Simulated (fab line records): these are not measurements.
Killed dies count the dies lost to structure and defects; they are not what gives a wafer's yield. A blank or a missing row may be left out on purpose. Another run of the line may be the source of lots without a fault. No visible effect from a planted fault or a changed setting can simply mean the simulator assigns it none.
fab line records :: flow berkeley-cmos170
record:
  lots: 5
  wafers: 23
route steps=331 shown M3@321
start-h: hours from the record's first day to the start of the lot's first wafer shown :: wait-h: hours from the lot's prior step to this one :: " as in the row above :: L1.1+2: several wafers, shown together as one row :: - no value, or no start was given :: * or withheld: withheld :: < > ~ a bound
route shown NAME@n: names a module that has steps shown in the file, with the first one's number in the route :: usual: average and standard deviation across the fault-free wafers :: same: alike in all rows :: chamber/n: place in a boat :: sites: each site's reading :: _std_site: standard deviation of those values :: _edge_site: inner sites' mean taken away from outer sites' mean :: radius-mm: how far each site lies from the wafer's centre :: mask NAME#n: copy n :: behind: tool/chamber where the wafer was last shaped :: hold: reason for holding the lot/hours on hold/outcome of the hold :: device: whichever transistor did not switch (one of n, p or np) :: end of line: the route-end tests of the same wafers :: a step with no rows: only its recipe :: killed: not the wafer's yield, but the dies lost to structure and defects at the first sort :: map: the dies of a wafer, with x for killed, . for not killed, _ for no die there
set.NAME: setting as actually run; set.NAME@STEP: the setting as run at that earlier step :: model.NAME: the simulator's own value behind a step, which no gauge read
lots where settings were altered on purpose, with a table for each step and a row for each wafer
== steps ==
step: UCB170_M3_EXPOSE_12
recipe:
  mask-id: METAL3
  target-cd-nm: 700
  na: 0.5
  sigma-outer: 0.6
  source-shape: conventional
  dose-mj: 26
lot.wafer: L077.1+3
tool: krf-scanner-01
chamber: 0
start-h: 174.74
wait-h: -
mask: METAL3#0
set.dose-mj: 24.08

lot.wafer: L077.2+5+6
tool: krf-scanner-01
chamber: 0
start-h: 174.74
wait-h: -
mask: METAL3#0
set.dose-mj: 26

lot.wafer: L074.1+2+3
tool: krf-scanner-02
chamber: 0
start-h: 176.02
wait-h: -
mask: METAL3#0
set.dose-mj: 26

lot.wafer: L074.5+6
tool: krf-scanner-02
chamber: 0
start-h: 176.02
wait-h: -
mask: METAL3#0
set.dose-mj: 27.02

lot.wafer: L078.2+3
tool: krf-scanner-02
chamber: 0
start-h: 182.79
wait-h: -
mask: METAL3#0
set.dose-mj: 26

lot.wafer: L078.4+5+6
tool: krf-scanner-02
chamber: 0
start-h: 182.79
wait-h: -
mask: METAL3#0
set.dose-mj: 26.88

lot.wafer: L082.2+4+5
tool: krf-scanner-01
chamber: 0
start-h: 192.83
wait-h: -
mask: METAL3#0
set.dose-mj: 26

lot.wafer: L085.1+3+6
tool: krf-scanner-01
chamber: 0
start-h: 215.37
wait-h: -
mask: METAL3#0
set.dose-mj: 24.35

lot.wafer: L085.2+4
tool: krf-scanner-01
chamber: 0
start-h: 215.37
wait-h: -
mask: METAL3#0
set.dose-mj: 26
step: UCB170_M3_PEB_13
recipe:
  peb-temp-c: 130
  peb-time-s: withheld
  resist: KrF
step: UCB170_M3_DEVELOP_14
recipe:
  developer: TMAH
  develop-time-s: 45
  resist: KrF
  dev-temp-c: 21
step: UCB170_M3_CD_MEAS_15
recipe:
  target-cd-nm: 700
usual:
  cd-nm: 700.2/1.4
lot.wafer: L077.1
tool: cd-sem-01
chamber: -
start-h: 175.47
wait-h: -
set.dose-mj@M3_EXPOSE_12: 24.08
cd-nm: 712.0

lot.wafer: L077.2
tool: cd-sem-01
chamber: -
start-h: 175.47
wait-h: -
set.dose-mj@M3_EXPOSE_12: 26
cd-nm: 699.9

lot.wafer: L077.3
tool: cd-sem-01
chamber: -
start-h: 175.47
wait-h: -
set.dose-mj@M3_EXPOSE_12: 24.08
cd-nm: 712.7

lot.wafer: L077.5
tool: cd-sem-01
chamber: -
start-h: 175.47
wait-h: -
set.dose-mj@M3_EXPOSE_12: 26
cd-nm: 699.0

lot.wafer: L077.6
tool: cd-sem-01
chamber: -
start-h: 175.47
wait-h: -
set.dose-mj@M3_EXPOSE_12: 26
cd-nm: 698.7

lot.wafer: L074.1
tool: cd-sem-01
chamber: -
start-h: 176.65
wait-h: -
set.dose-mj@M3_EXPOSE_12: 26
cd-nm: 698.5

lot.wafer: L074.2
tool: cd-sem-01
chamber: -
start-h: 176.65
wait-h: -
set.dose-mj@M3_EXPOSE_12: 26
cd-nm: 700.9

lot.wafer: L074.3
tool: cd-sem-01
chamber: -
start-h: 176.65
wait-h: -
set.dose-mj@M3_EXPOSE_12: 26
cd-nm: 699.0

lot.wafer: L074.5
tool: cd-sem-01
chamber: -
start-h: 176.65
wait-h: -
set.dose-mj@M3_EXPOSE_12: 27.02
cd-nm: 694.1

lot.wafer: L074.6
tool: cd-sem-01
chamber: -
start-h: 176.65
wait-h: -
set.dose-mj@M3_EXPOSE_12: 27.02
cd-nm: 694.0

lot.wafer: L078.2
tool: cd-sem-01
chamber: -
start-h: 183.52
wait-h: -
set.dose-mj@M3_EXPOSE_12: 26
cd-nm: 700.9

lot.wafer: L078.3
tool: cd-sem-01
chamber: -
start-h: 183.52
wait-h: -
set.dose-mj@M3_EXPOSE_12: 26
cd-nm: 700.8

lot.wafer: L078.4
tool: cd-sem-01
chamber: -
start-h: 183.52
wait-h: -
set.dose-mj@M3_EXPOSE_12: 26.88
cd-nm: 695.5

lot.wafer: L078.5
tool: cd-sem-01
chamber: -
start-h: 183.52
wait-h: -
set.dose-mj@M3_EXPOSE_12: 26.88
cd-nm: 695.4

lot.wafer: L078.6
tool: cd-sem-01
chamber: -
start-h: 183.52
wait-h: -
set.dose-mj@M3_EXPOSE_12: 26.88
cd-nm: 695.8

lot.wafer: L082.2
tool: cd-sem-01
chamber: -
start-h: 193.26
wait-h: -
set.dose-mj@M3_EXPOSE_12: 26
cd-nm: 699.8

lot.wafer: L082.4
tool: cd-sem-01
chamber: -
start-h: 193.26
wait-h: -
set.dose-mj@M3_EXPOSE_12: 26
cd-nm: 699.3

lot.wafer: L082.5
tool: cd-sem-01
chamber: -
start-h: 193.26
wait-h: -
set.dose-mj@M3_EXPOSE_12: 26
cd-nm: 700.6

lot.wafer: L085.1
tool: cd-sem-02
chamber: -
start-h: 215.93
wait-h: -
set.dose-mj@M3_EXPOSE_12: 24.35
cd-nm: 710.8

lot.wafer: L085.2
tool: cd-sem-02
chamber: -
start-h: 215.93
wait-h: -
set.dose-mj@M3_EXPOSE_12: 26
cd-nm: 698.8

lot.wafer: L085.3
tool: cd-sem-02
chamber: -
start-h: 215.93
wait-h: -
set.dose-mj@M3_EXPOSE_12: 24.35
cd-nm: 711.2

lot.wafer: L085.4
tool: cd-sem-02
chamber: -
start-h: 215.93
wait-h: -
set.dose-mj@M3_EXPOSE_12: 26
cd-nm: 698.8

lot.wafer: L085.6
tool: cd-sem-02
chamber: -
start-h: 215.93
wait-h: -
set.dose-mj@M3_EXPOSE_12: 24.35
cd-nm: 710.5
step: UCB170_M3_ETCH_17
recipe:
  chemistry: N2/H2
  target-depth-a: withheld
  overetch-a: withheld
  target: BARC
  time-s: withheld
  source-w: 500
  bias-w: 100
  pressure-mtorr: 30
  n2-flow-sccm: 100
  h2-flow-sccm: 200
lot.wafer: L077.1
tool: rie-diel-04
chamber: 3
start-h: 175.63
wait-h: 0.0
set.source-w: 500
set.dose-mj@M3_EXPOSE_12: 24.08
model.M3.cd-nm: 711.7

lot.wafer: L077.2
tool: rie-diel-04
chamber: 2
start-h: 175.63
wait-h: 0.0
set.source-w: 500
set.dose-mj@M3_EXPOSE_12: 26
model.M3.cd-nm: 699.8

lot.wafer: L077.3
tool: rie-diel-04
chamber: 1
start-h: 175.63
wait-h: 0.0
set.source-w: 500
set.dose-mj@M3_EXPOSE_12: 24.08
model.M3.cd-nm: 714.3

lot.wafer: L077.5
tool: rie-diel-04
chamber: 0
start-h: 175.63
wait-h: 0.0
set.source-w: 500
set.dose-mj@M3_EXPOSE_12: 26
model.M3.cd-nm: 698.3

lot.wafer: L077.6
tool: rie-diel-04
chamber: 1
start-h: 175.63
wait-h: 0.0
set.source-w: 500
set.dose-mj@M3_EXPOSE_12: 26
model.M3.cd-nm: 700

lot.wafer: L074.1
tool: rie-diel-01
chamber: 2
start-h: 176.80
wait-h: 0.0
set.source-w: 500
set.dose-mj@M3_EXPOSE_12: 26
model.M3.cd-nm: 699.1

lot.wafer: L074.2
tool: rie-diel-01
chamber: 3
start-h: 176.80
wait-h: 0.0
set.source-w: 472.3
set.dose-mj@M3_EXPOSE_12: 26
model.M3.cd-nm: 700.7

lot.wafer: L074.3
tool: rie-diel-01
chamber: 1
start-h: 176.80
wait-h: 0.0
set.source-w: 500
set.dose-mj@M3_EXPOSE_12: 26
model.M3.cd-nm: 697.8

lot.wafer: L074.5
tool: rie-diel-01
chamber: 2
start-h: 176.80
wait-h: 0.0
set.source-w: 472.3
set.dose-mj@M3_EXPOSE_12: 27.02
model.M3.cd-nm: 695

lot.wafer: L074.6
tool: rie-diel-01
chamber: 1
start-h: 176.80
wait-h: 0.0
set.source-w: 472.3
set.dose-mj@M3_EXPOSE_12: 27.02
model.M3.cd-nm: 693.6

lot.wafer: L078.2+3
tool: rie-diel-01
chamber: 1,2
start-h: 183.65
wait-h: 0.0
set.source-w: 500
set.dose-mj@M3_EXPOSE_12: 26
model.M3.cd-nm: 700.7

lot.wafer: L078.4
tool: rie-diel-01
chamber: 2
start-h: 183.65
wait-h: 0.0
set.source-w: 500
set.dose-mj@M3_EXPOSE_12: 26.88
model.M3.cd-nm: 695.8

lot.wafer: L078.5
tool: rie-diel-01
chamber: 3
start-h: 183.65
wait-h: 0.0
set.source-w: 500
set.dose-mj@M3_EXPOSE_12: 26.88
model.M3.cd-nm: 694.8

lot.wafer: L078.6
tool: rie-diel-01
chamber: 1
start-h: 183.65
wait-h: 0.0
set.source-w: 500
set.dose-mj@M3_EXPOSE_12: 26.88
model.M3.cd-nm: 695.3

lot.wafer: L082.2
tool: rie-diel-01
chamber: 3
start-h: 193.39
wait-h: 0.0
set.source-w: 500
set.dose-mj@M3_EXPOSE_12: 26
model.M3.cd-nm: 699.7

lot.wafer: L082.4
tool: rie-diel-01
chamber: 2
start-h: 193.39
wait-h: 0.0
set.source-w: 500
set.dose-mj@M3_EXPOSE_12: 26
model.M3.cd-nm: 700.2

lot.wafer: L082.5
tool: rie-diel-01
chamber: 2
start-h: 193.39
wait-h: 0.0
set.source-w: 500
set.dose-mj@M3_EXPOSE_12: 26
model.M3.cd-nm: 702

lot.wafer: L085.1
tool: rie-diel-02
chamber: 3
start-h: 216.09
wait-h: 0.0
set.source-w: 500
set.dose-mj@M3_EXPOSE_12: 24.35
model.M3.cd-nm: 710.2

lot.wafer: L085.2
tool: rie-diel-02
chamber: 1
start-h: 216.09
wait-h: 0.0
set.source-w: 500
set.dose-mj@M3_EXPOSE_12: 26
model.M3.cd-nm: 698.4

lot.wafer: L085.3
tool: rie-diel-02
chamber: 2
start-h: 216.09
wait-h: 0.0
set.source-w: 500
set.dose-mj@M3_EXPOSE_12: 24.35
model.M3.cd-nm: 711.3

lot.wafer: L085.4
tool: rie-diel-02
chamber: 0
start-h: 216.09
wait-h: 0.0
set.source-w: 479.1
set.dose-mj@M3_EXPOSE_12: 26
model.M3.cd-nm: 698.3

lot.wafer: L085.6
tool: rie-diel-02
chamber: 2
start-h: 216.09
wait-h: 0.0
set.source-w: 479.1
set.dose-mj@M3_EXPOSE_12: 24.35
model.M3.cd-nm: 711.1
step: UCB170_M3_METAL_ETCH_18
recipe:
  chemistry: Cl2/BCl3
  target: Al
  stop-on: SiO2
  pressure-mtorr: 12
  target-depth-a: 11700
  over-etch-frac: 0.3
  time-s: 195
  icp-w: 600
  bias-w: 120
  Cl2_flow_sccm: 90
  bcl3-flow-sccm: 45
step: UCB170_M3_STRIP_19
recipe:
  chemistry: O2
  power-w: 400
  pressure-mtorr: 3500
  platen-temp-c: withheld
  o2-flow-sccm: 400
  overash-fraction: 0.5
step: UCB170_M3_CD_MEAS_90
recipe:
  target-cd-nm: 700
usual:
  cd-nm: 700/4.9
lot.wafer: L077.1
tool: cd-sem-02
chamber: -
start-h: 175.96
wait-h: 0.1
set.dose-mj@M3_EXPOSE_12: 24.08
cd-nm: 717

lot.wafer: L077.2
tool: cd-sem-02
chamber: -
start-h: 175.96
wait-h: 0.1
set.dose-mj@M3_EXPOSE_12: 26
cd-nm: 703

lot.wafer: L077.3
tool: cd-sem-02
chamber: -
start-h: 175.96
wait-h: 0.1
set.dose-mj@M3_EXPOSE_12: 24.08
cd-nm: 718

lot.wafer: L077.5
tool: cd-sem-02
chamber: -
start-h: 175.96
wait-h: 0.1
set.dose-mj@M3_EXPOSE_12: 26
cd-nm: 700

lot.wafer: L077.6
tool: cd-sem-02
chamber: -
start-h: 175.96
wait-h: 0.1
set.dose-mj@M3_EXPOSE_12: 26
cd-nm: 705

lot.wafer: L074.1
tool: cd-sem-02
chamber: -
start-h: 177.13
wait-h: 0.1
set.dose-mj@M3_EXPOSE_12: 26
cd-nm: 702

lot.wafer: L074.2
tool: cd-sem-02
chamber: -
start-h: 177.13
wait-h: 0.1
set.dose-mj@M3_EXPOSE_12: 26
cd-nm: 704

lot.wafer: L074.3
tool: cd-sem-02
chamber: -
start-h: 177.13
wait-h: 0.1
set.dose-mj@M3_EXPOSE_12: 26
cd-nm: 702

lot.wafer: L074.5
tool: cd-sem-02
chamber: -
start-h: 177.13
wait-h: 0.1
set.dose-mj@M3_EXPOSE_12: 27.02
cd-nm: 699

lot.wafer: L074.6
tool: cd-sem-02
chamber: -
start-h: 177.13
wait-h: 0.1
set.dose-mj@M3_EXPOSE_12: 27.02
cd-nm: 697

lot.wafer: L078.2
tool: cd-sem-01
chamber: -
start-h: 184.00
wait-h: 0.1
set.dose-mj@M3_EXPOSE_12: 26
cd-nm: 703

lot.wafer: L078.3
tool: cd-sem-01
chamber: -
start-h: 184.00
wait-h: 0.1
set.dose-mj@M3_EXPOSE_12: 26
cd-nm: 701

lot.wafer: L078.4
tool: cd-sem-01
chamber: -
start-h: 184.00
wait-h: 0.1
set.dose-mj@M3_EXPOSE_12: 26.88
cd-nm: 701

lot.wafer: L078.5
tool: cd-sem-01
chamber: -
start-h: 184.00
wait-h: 0.1
set.dose-mj@M3_EXPOSE_12: 26.88
cd-nm: 697

lot.wafer: L078.6
tool: cd-sem-01
chamber: -
start-h: 184.00
wait-h: 0.1
set.dose-mj@M3_EXPOSE_12: 26.88
cd-nm: 696

lot.wafer: L082.2
tool: cd-sem-02
chamber: -
start-h: 193.74
wait-h: 0.1
set.dose-mj@M3_EXPOSE_12: 26
cd-nm: 703

lot.wafer: L082.4
tool: cd-sem-02
chamber: -
start-h: 193.74
wait-h: 0.1
set.dose-mj@M3_EXPOSE_12: 26
cd-nm: 706

lot.wafer: L082.5
tool: cd-sem-02
chamber: -
start-h: 193.74
wait-h: 0.1
set.dose-mj@M3_EXPOSE_12: 26
cd-nm: 703

lot.wafer: L085.1
tool: cd-sem-02
chamber: -
start-h: 216.42
wait-h: 0.1
set.dose-mj@M3_EXPOSE_12: 24.35
cd-nm: 706

lot.wafer: L085.2
tool: cd-sem-02
chamber: -
start-h: 216.42
wait-h: 0.1
set.dose-mj@M3_EXPOSE_12: 26
cd-nm: 696

lot.wafer: L085.3
tool: cd-sem-02
chamber: -
start-h: 216.42
wait-h: 0.1
set.dose-mj@M3_EXPOSE_12: 24.35
cd-nm: 708

lot.wafer: L085.4
tool: cd-sem-02
chamber: -
start-h: 216.42
wait-h: 0.1
set.dose-mj@M3_EXPOSE_12: 26
cd-nm: 695

lot.wafer: L085.6
tool: cd-sem-02
chamber: -
start-h: 216.42
wait-h: 0.1
set.dose-mj@M3_EXPOSE_12: 24.35
cd-nm: 708
== key ==
split:
  step: UCB170_M3_EXPOSE_12
  setting: dose-mj
  stated: 26
  by: wafer
response:
  step: UCB170_M3_CD_MEAS_15
  reading: cd-nm
  change: -1.75
  per: 1%
  r: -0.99
response:
  step: UCB170_M3_ETCH_17
  reading: model.M3.cd-nm
  change: -1.79
  per: 1%
  r: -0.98
response:
  step: UCB170_M3_CD_MEAS_90
  reading: cd-nm
  change: -1.77
  per: 1%
  r: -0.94
split:
  step: UCB170_M3_ETCH_17
  setting: source-w
  stated: 500
  by: wafer
response none clear
